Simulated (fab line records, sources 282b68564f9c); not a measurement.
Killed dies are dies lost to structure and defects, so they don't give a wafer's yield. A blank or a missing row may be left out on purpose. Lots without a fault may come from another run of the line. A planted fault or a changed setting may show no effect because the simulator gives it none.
Problem report in the 8D (eight disciplines) form, filled by code | flow rit_cmos | the parts of the form that need people (team, actions taken, sign-off) are left out

1. THE PROBLEM
run_length_s at RIT_SPACER_CLEAN_00 reads a mean of 504 s on 6 wafers of 2 lots; wafers without a fault read 628 s with a standard deviation of 3.8. That is -33 standard deviations from the usual mean.
The step: cleans in SC1, time 600 s.
First seen on wafer L861.4, day 5 18:18, on wet_bench-04. The record holds 42 wafers of 14 lots with a number at this step. Rule for "out", or "out of limits": more than 4 standard deviations from the usual mean. The other wafers with a number count as sound.

2. WHAT IT IS AND WHAT IT IS NOT
question                    | is                     | is not
which readings at this step | run_length_s           | -
which lots                  | L861, L862             | L848, L849, L851, L853, L855, L857, L858, L859, L860, L864, L865, L870
which wafers of those lots  | all that have a number | -
read on which tools         | wet_bench-04           | wet_bench-01
when                        | from day 5 18:18       | up to then (27 sound wafers); but 9 sound wafers of L864, L865, L870 came after

3. SUSPECTS, AND WHAT RULES EACH OUT
Counting: a tool at a process step up to the reading stays a suspect if it ran every lot that is out and no sound lot after the first of them.
- wet_bench-04 at RIT_SPACER_CLEAN_00 (cleans in SC1, time 600 s): kept. It ran every lot that is out, first L861 (day 5 18:18), and no sound lot after that; its last sound lot up to then is L859 (day 5 08:06). Its own readings are out on those wafers: run_length_s.
Left after counting: wet_bench-04 at RIT_SPACER_CLEAN_00.

4. THE CAUSE (what the simulator had put in)
Process parameter drift: wet_bench-04, from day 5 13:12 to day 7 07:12, at RIT_SPACER_CLEAN_00. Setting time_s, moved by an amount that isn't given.
Counting left only this tool.

5. THE CHAIN OF EFFECTS, in route order
Each row: a reading whose mean over the struck wafers that have a number lies more than 3 standard deviations from the usual. Only readings for which the record gives a usual standard deviation are gone through. hours: the time from each lot's start at the first step in this table that gives one to its start at this step, as a median over the lots. sigmas: the change in usual standard deviations.
hours | step                | reading      | usual | on struck wafers | change | sigmas
0     | RIT_SPACER_CLEAN_00 | run_length_s | 628 s | 504              | -124   | -33
The process steps in it:
- RIT_SPACER_CLEAN_00: cleans in SC1, time 600 s.

6. WHAT WOULD HAVE CAUGHT IT SOONER
In this record the first reading out of limits was taken at day 5 18:18, 5 hours after the fault began at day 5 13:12.
